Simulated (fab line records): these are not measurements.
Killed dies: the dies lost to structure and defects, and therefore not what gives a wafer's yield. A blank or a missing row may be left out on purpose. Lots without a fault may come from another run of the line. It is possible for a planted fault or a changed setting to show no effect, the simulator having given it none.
fab line records ; flow berkeleyCmos170
record: lots: 14; wafers: 42; lastDay: 11
route steps=331 shown PLDD@147
lots that met no fault: taken from a fault-free run of the same line
startH: hours from the record's first day to the start of the lot's first wafer shown ; waitH: how many hours have passed since the lot's step before this one ; " unchanged from the row above ; L1.1+2: several wafers, shown together as one row ; - no value, or no start given ; * or withheld: withheld ; < > ~ a bound
route shown NAME@n: a module of which the file shows steps, and the number in the route of the first ; usual: average and standard deviation across the fault-free wafers ; same: alike in all rows ; chamber/n: place in a boat ; sites: readings site by site ; _std_site: standard deviation of those values ; _edge_site: inner sites' mean taken away from outer sites' mean ; radiusMm: for every site, how far away it sits from the centre of the wafer ; mask NAME#n: copy n ; behind: the most recent tool/chamber to have shaped the wafer ; hold: reason for holding the lot/hours on hold/outcome of the hold ; device: which transistor (n, p or np) failed to switch ; end of line: tests of these same wafers at the route's end ; for a step that has no rows: nothing shown but its recipe ; killed: the dies lost at the first sort to structure and to defects; this is not the yield of the wafer ; map: a wafer's dies, marking killed ones x, the rest . and places with no die _
set.NAME: setting as actually run; set.NAME@STEP: the setting as run at that earlier step ; model.NAME: the simulator's own value behind a step, which no gauge read
steps of the route over a sample of lots; a table a step, a row a wafer
services: a tool's chamber out of use, with start hour (startH, from the record's first day; less than 0 if before it), hours out, and reason
== steps ==
step: UCB170_PLDD_SOFTBAKE_02
recipe: resist: KrF; tempC: 130; timeS: 60
usual: chillPlateTempC: 23.00/0.11; heaterPowerTotalW: 56.80/0.042; plateTempC: 130.03/0.14
same: timeS: 60
lot.wafer;tool;chamber;startH;waitH;chillPlateTempC;heaterPowerTotalW;plateTempC
L766.1;lithoTrack-02;0;135.96;0.1;22.85;56.72;129.92
L766.3;lithoTrack-02;0;135.96;0.1;23.07;56.88;129.89
L766.6;lithoTrack-02;0;135.96;0.1;22.93;56.87;130.01
L767.1;lithoTrack-01;0;142.38;0.1;22.99;56.79;129.90
L767.2;lithoTrack-01;0;142.38;0.1;22.99;56.84;129.95
L767.6;lithoTrack-01;0;142.38;0.1;23.07;56.77;130.16
L769.2;lithoTrack-04;0;153.84;0.1;23.04;56.84;129.67
L769.3;lithoTrack-04;0;153.84;0.1;22.99;56.81;129.84
L769.6;lithoTrack-04;0;153.84;0.1;23.13;56.75;129.89
L771.2;lithoTrack-01;0;154.03;0.1;22.76;56.78;130.10
L771.3;lithoTrack-01;0;154.03;0.1;22.94;56.83;130.19
L771.4;lithoTrack-01;0;154.03;0.1;22.77;56.79;130.35
L768.2;lithoTrack-01;0;154.48;0.1;23.14;56.75;130.09
L768.4;lithoTrack-01;0;154.48;0.1;22.89;56.83;130.12
L768.6;lithoTrack-01;0;154.48;0.1;22.92;56.74;129.99
L774.1;lithoTrack-04;0;161.79;0.1;22.84;56.82;129.63
L774.5;lithoTrack-04;0;161.79;0.1;23.01;56.87;129.99
L774.6;lithoTrack-04;0;161.79;0.1;22.86;56.79;130.05
L772.1;lithoTrack-01;0;162.22;0.1;22.93;56.80;129.82
L772.4;lithoTrack-01;0;162.22;0.1;23.17;56.77;129.96
L772.5;lithoTrack-01;0;162.22;0.1;23.19;56.75;129.86
L773.2;lithoTrack-04;0;162.42;0.1;22.77;56.82;129.99
L773.3;lithoTrack-04;0;162.42;0.1;22.94;56.84;130.05
L773.4;lithoTrack-04;0;162.42;0.1;22.93;56.81;129.99
L776.1;lithoTrack-01;0;174.43;0.1;23.10;56.73;130.00
L776.4;lithoTrack-01;0;174.43;0.1;23.02;56.75;129.99
L776.5;lithoTrack-01;0;174.43;0.1;22.98;56.77;129.97
L775.1;lithoTrack-01;0;174.88;0.1;23.09;56.81;129.90
L775.4;lithoTrack-01;0;174.88;0.1;23.08;56.79;129.85
L775.6;lithoTrack-01;0;174.88;0.1;23.10;56.85;129.90
L778.1;lithoTrack-02;0;191.56;0.1;23.02;56.77;130.23
L778.2;lithoTrack-02;0;191.56;0.1;23.04;56.77;130.29
L778.5;lithoTrack-02;0;191.56;0.1;22.77;56.75;130.29
L782.2;lithoTrack-02;0;201.00;0.1;23.23;53.65;124.44
L782.3;lithoTrack-02;0;201.00;0.1;23.03;53.69;124.61
L782.5;lithoTrack-02;0;201.00;0.1;23.04;53.65;124.59
L780.1;lithoTrack-02;0;201.43;0.1;22.95;53.60;124.43
L780.3;lithoTrack-02;0;201.43;0.1;22.98;53.64;124.50
L780.4;lithoTrack-02;0;201.43;0.1;23.04;53.59;124.41
L787.4;lithoTrack-01;0;227.87;0.1;23.08;56.79;130.11
L787.5;lithoTrack-01;0;227.87;0.1;22.94;56.74;130.19
L787.6;lithoTrack-01;0;227.87;0.1;22.92;56.81;130.21
step: UCB170_PLDD_CD_MEAS_06
recipe: targetCdNm: 1200
usual: cdNm: 1199.6/1.3
lot.wafer;tool;chamber;startH;waitH;cdNm
L766.1;cdSem-01;-;136.85;-;1199.1
L766.3;cdSem-01;-;136.85;-;1200.2
L766.6;cdSem-01;-;136.85;-;1198.2
L767.1;cdSem-02;-;142.92;-;1198.3
L767.2;cdSem-02;-;142.92;-;1198.5
L767.6;cdSem-02;-;142.92;-;1198.4
L769.2;cdSem-01;-;154.38;-;1199.1
L769.3;cdSem-01;-;154.38;-;1197.7
L769.6;cdSem-01;-;154.38;-;1198.2
L771.2;cdSem-01;-;154.70;-;1199.3
L771.3;cdSem-01;-;154.70;-;1199.3
L771.4;cdSem-01;-;154.70;-;1200.2
L768.2;cdSem-01;-;155.18;-;1201.0
L768.4;cdSem-01;-;155.18;-;1201.2
L768.6;cdSem-01;-;155.18;-;1201.7
L774.1;cdSem-01;-;162.46;-;1200.5
L774.5;cdSem-01;-;162.46;-;1199.6
L774.6;cdSem-01;-;162.46;-;1200.1
L772.1;cdSem-02;-;162.76;-;1200.2
L772.4;cdSem-02;-;162.76;-;1200.4
L772.5;cdSem-02;-;162.76;-;1200.4
L773.2;cdSem-02;-;162.96;-;1199.3
L773.3;cdSem-02;-;162.96;-;1200.4
L773.4;cdSem-02;-;162.96;-;1200.1
L776.1;cdSem-01;-;175.75;-;1199.7
L776.4;cdSem-01;-;175.75;-;1200.7
L776.5;cdSem-01;-;175.75;-;1199.0
L775.1;cdSem-01;-;176.03;-;1202.2
L775.4;cdSem-01;-;176.03;-;1202.3
L775.6;cdSem-01;-;176.03;-;1202.5
L778.1;cdSem-02;-;192.51;-;1199.8
L778.2;cdSem-02;-;192.51;-;1201.5
L778.5;cdSem-02;-;192.51;-;1202.1
L782.2;cdSem-02;-;201.79;-;1186.0
L782.3;cdSem-02;-;201.79;-;1186.0
L782.5;cdSem-02;-;201.79;-;1187.2
L780.1;cdSem-02;-;202.05;-;1186.7
L780.3;cdSem-02;-;202.05;-;1187.9
L780.4;cdSem-02;-;202.05;-;1186.9
L787.4;cdSem-01;-;228.62;-;1198.1
L787.5;cdSem-01;-;228.62;-;1197.9
L787.6;cdSem-01;-;228.62;-;1199.2
step: UCB170_PLDD_STRIP_10
recipe: chemistry: O2; powerW: 400; pressureMtorr: 3500; platenTempC: withheld; o2FlowSccm: 400; overashFraction: 0.5
usual: drypumpMotorCurrentA: 6.1/0.36; oesProductAu: 0.734/0.0041; stripTimeToEndpointS: 21.62/0.065
lot.wafer;tool;chamber;startH;waitH;drypumpMotorCurrentA;oesProductAu;rfHoursCounterH;stripTimeToEndpointS
L766.1;plasmaAsher-01;0;137.31;0.1;6.2;0.739;45;21.63
L766.3;plasmaAsher-01;1;137.31;0.1;5.9;0.731;-;21.63
L766.6;plasmaAsher-01;1;137.31;0.1;5.9;0.734;-;21.68
L767.1;plasmaAsher-02;1;143.38;0.1;5.5;0.737;3;21.76
L767.2;plasmaAsher-02;0;143.38;0.1;6.4;0.733;3;21.80
L767.6;plasmaAsher-02;0;143.38;0.1;6.4;0.737;-;21.71
L769.2;plasmaAsher-02;0;154.82;0.1;6.3;0.732;4;21.62
L769.3;plasmaAsher-02;1;154.82;0.1;5.5;0.738;-;21.65
L769.6;plasmaAsher-02;0;154.82;0.1;6.4;0.728;-;21.67
L771.2;plasmaAsher-01;0;155.13;0.1;6.1;0.734;47;21.54
L771.3;plasmaAsher-01;1;155.13;0.1;5.9;0.735;-;21.54
L771.4;plasmaAsher-01;0;155.13;0.1;6.2;0.734;-;21.59
L768.2;plasmaAsher-01;1;155.62;0.1;5.9;0.735;47;21.63
L768.4;plasmaAsher-01;1;155.62;0.1;6.0;0.729;-;21.63
L768.6;plasmaAsher-01;1;155.62;0.1;5.9;0.740;-;21.71
L774.1;plasmaAsher-04;0;162.91;0.1;6.1;0.738;37;21.56
L774.5;plasmaAsher-04;0;162.91;0.1;6.1;0.731;-;21.56
L774.6;plasmaAsher-04;1;162.91;0.1;6.6;0.736;-;21.62
L772.1;plasmaAsher-02;0;163.22;0.1;6.4;0.739;5;21.51
L772.4;plasmaAsher-02;1;163.22;0.1;5.5;0.733;-;21.53
L772.5;plasmaAsher-02;1;163.22;0.1;5.5;0.733;-;21.55
L773.2;plasmaAsher-01;0;163.39;0.1;6.2;0.739;48;21.65
L773.3;plasmaAsher-01;0;163.39;0.1;6.1;0.727;-;21.58
L773.4;plasmaAsher-01;1;163.39;0.1;5.9;0.731;-;21.59
L776.1;plasmaAsher-04;1;176.21;0.1;6.6;0.733;39;21.51
L776.4;plasmaAsher-04;0;176.21;0.1;6.1;0.737;-;21.57
L776.5;plasmaAsher-04;1;176.21;0.1;6.6;0.732;-;21.57
L775.1;plasmaAsher-04;0;176.49;0.1;6.1;0.733;39;21.58
L775.4;plasmaAsher-04;0;176.49;0.1;6.1;0.728;-;21.61
L775.6;plasmaAsher-04;1;176.49;0.1;6.6;0.727;-;21.66
L778.1;plasmaAsher-04;1;192.97;0.1;6.6;0.736;42;21.67
L778.2;plasmaAsher-04;0;192.97;0.1;6.1;0.739;42;21.63
L778.5;plasmaAsher-04;1;192.97;0.1;6.6;0.733;-;21.68
L782.2;plasmaAsher-02;0;202.23;0.1;6.4;0.742;11;21.86
L782.3;plasmaAsher-02;0;202.23;0.1;6.4;0.729;-;21.85
L782.5;plasmaAsher-02;0;202.23;0.1;6.4;0.729;-;21.85
L780.1;plasmaAsher-04;0;202.50;0.1;6.1;0.734;43;21.82
L780.3;plasmaAsher-04;1;202.50;0.1;6.7;0.739;-;21.84
L780.4;plasmaAsher-04;0;202.50;0.1;6.0;0.740;-;21.81
L787.4;plasmaAsher-01;0;229.05;0.1;6.2;0.740;-;21.59
L787.5;plasmaAsher-01;1;229.05;0.1;5.9;0.733;-;21.65
L787.6;plasmaAsher-01;0;229.05;0.1;6.2;0.739;-;21.55
== services ==
tool;chamber;startH;hours;kind
plasmaAsher-02;0;117.75;-;clean
plasmaAsher-02;1;117.75;-;clean
plasmaAsher-02;-;126.81;1.4;repair
== key ==
firstSign: step: UCB170_PLDD_SOFTBAKE_02; reading: heaterPowerTotalW; direction: down; sigmas: 75; usual: 56.80; struck: 53.64
effect: step: UCB170_PLDD_SOFTBAKE_02; reading: plateTempC; direction: down; sigmas: 39; usual: *; struck: *
effect: step: UCB170_PLDD_CD_MEAS_06; reading: cdNm; direction: down; sigmas: 10; usual: 1199.6; struck: 1186.8
effect: step: UCB170_PLDD_STRIP_10; reading: stripTimeToEndpointS; direction: up; sigmas: 3.4; usual: *; struck: *
metAt UCB170_PLDD_SOFTBAKE_02
struckLots L780,L782
testerLeftOut L780,L782
onsetBetween 191.56 201.00
fault: kind: processParameterDrift; tool: lithoTrack-02; chamber: -; onsetH: 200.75; steps: UCB170_PLDD_SOFTBAKE_02; channel: tempC; offset: *; shape: step; endH: 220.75; actsIn: *; stated: *
testerLeftOut: of these lots the tester's yield and bins aren't shown, on N5 and GAA mostly nor the transistor test; their killed dies are dies lost to structure and defects alone, not to doping, threshold or leakage, so they don't give the yield
